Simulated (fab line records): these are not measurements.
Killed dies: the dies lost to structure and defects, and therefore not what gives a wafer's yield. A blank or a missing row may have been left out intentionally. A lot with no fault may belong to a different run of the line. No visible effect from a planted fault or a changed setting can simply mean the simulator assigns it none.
What tool caused it? :: flow rit-cmos :: 14 lots (42 wafers sampled), 1 step of a 202-step route

== WHAT THE GAUGES SHOWED, per wafer ==
Not one reading of a measure or inspect step in the record can be checked against a usual standard deviation.

== TOOL THAT RAN EACH LOT (tool first, then ch and the chambers of the sampled wafers, then the start) ==
lot: L883
RIT_GATE_STRIP_20: plasma-asher-01 ch 0,1, day 2 18:46

lot: L884
RIT_GATE_STRIP_20: plasma-asher-01 ch 0,1, day 3 00:04

lot: L886
RIT_GATE_STRIP_20: plasma-asher-01 ch 0,1, day 3 11:50

lot: L889
RIT_GATE_STRIP_20: plasma-asher-03 ch 0,1, day 3 23:50

lot: L890
RIT_GATE_STRIP_20: plasma-asher-01 ch 0,1, day 4 01:34

lot: L897
RIT_GATE_STRIP_20: plasma-asher-02 ch 0,1, day 5 10:31

lot: L899
RIT_GATE_STRIP_20: plasma-asher-02 ch 0,1, day 5 21:12

lot: L900
RIT_GATE_STRIP_20: plasma-asher-01 ch 0,1, day 6 03:28

lot: L901
RIT_GATE_STRIP_20: plasma-asher-03 ch 0,1, day 6 07:45

lot: L902
RIT_GATE_STRIP_20: plasma-asher-01 ch 0,1, day 6 12:14

lot: L903
RIT_GATE_STRIP_20: plasma-asher-03 ch 0,1, day 6 16:58

lot: L904
RIT_GATE_STRIP_20: plasma-asher-02 ch 1, day 6 21:02

lot: L905
RIT_GATE_STRIP_20: plasma-asher-01 ch 0,1, day 7 03:02

lot: L906
RIT_GATE_STRIP_20: plasma-asher-01 ch 0,1, day 7 07:36
- RIT_GATE_STRIP_20: strips in O2, time 180 s.

== WHAT THE TOOLS THEMSELVES READ (means of the sampled wafers that have a number; where no wafer has one, the mark that the record gives instead) ==
RIT_GATE_STRIP_20. Usual: chamber-pressure-mTorr 3999 mTorr, standard deviation 3.7; drypump-motor-current-A 6.1 A, standard deviation 0.52.
lot: L883
tool: plasma-asher-01
chamber-pressure-mTorr (mTorr): 4000
drypump-motor-current-A (A): 6.3
flag: 

lot: L884
tool: plasma-asher-01
chamber-pressure-mTorr (mTorr): 3996
drypump-motor-current-A (A): 6.3
flag: 

lot: L886
tool: plasma-asher-01
chamber-pressure-mTorr (mTorr): 4003
drypump-motor-current-A (A): 6.3
flag: 

lot: L889
tool: plasma-asher-03
chamber-pressure-mTorr (mTorr): -
drypump-motor-current-A (A): -
flag: OFF

lot: L890
tool: plasma-asher-01
chamber-pressure-mTorr (mTorr): -
drypump-motor-current-A (A): -
flag: OFF

lot: L897
tool: plasma-asher-02
chamber-pressure-mTorr (mTorr): 4001
drypump-motor-current-A (A): 5.1
flag: 

lot: L899
tool: plasma-asher-02
chamber-pressure-mTorr (mTorr): 3997
drypump-motor-current-A (A): 5.2
flag: 

lot: L900
tool: plasma-asher-01
chamber-pressure-mTorr (mTorr): 4001
drypump-motor-current-A (A): 6.3
flag: 

lot: L901
tool: plasma-asher-03
chamber-pressure-mTorr (mTorr): 4000
drypump-motor-current-A (A): 6.3
flag: 

lot: L902
tool: plasma-asher-01
chamber-pressure-mTorr (mTorr): 3999
drypump-motor-current-A (A): 6.3
flag: 

lot: L903
tool: plasma-asher-03
chamber-pressure-mTorr (mTorr): 3998
drypump-motor-current-A (A): 6.3
flag: 

lot: L904
tool: plasma-asher-02
chamber-pressure-mTorr (mTorr): 4001
drypump-motor-current-A (A): 5.0
flag: 

lot: L905
tool: plasma-asher-01
chamber-pressure-mTorr (mTorr): 3997
drypump-motor-current-A (A): 6.3
flag: 

lot: L906
tool: plasma-asher-01
chamber-pressure-mTorr (mTorr): 3999
drypump-motor-current-A (A): 6.3
flag: 

== THE ANSWER, worked out from the rows above alone ==
Rule: lot off if the mean of its wafers having a number is beyond 3 standard deviations from the usual mean. A lot without any number at a reading at which 4 lots or more have one is off too. Any other lot the step has rows for is counted as sound. First the gauges in route order, then the tools' own readings, where a lot's mean is used as printed above. The first step at which some lot is off is used, and at that step the reading that is off furthest; a lot without a number counts as furthest.
Off: L889, L890 (RIT_GATE_STRIP_20, chamber-pressure-mTorr). Without a number there: L889, L890.
If a tool, at that step or one of the process steps before it, ran each lot that is off and ran no sound lot following the first of them, it fits. No candidate that was tried fits.

== WHAT THE SIMULATOR PUT IN ==
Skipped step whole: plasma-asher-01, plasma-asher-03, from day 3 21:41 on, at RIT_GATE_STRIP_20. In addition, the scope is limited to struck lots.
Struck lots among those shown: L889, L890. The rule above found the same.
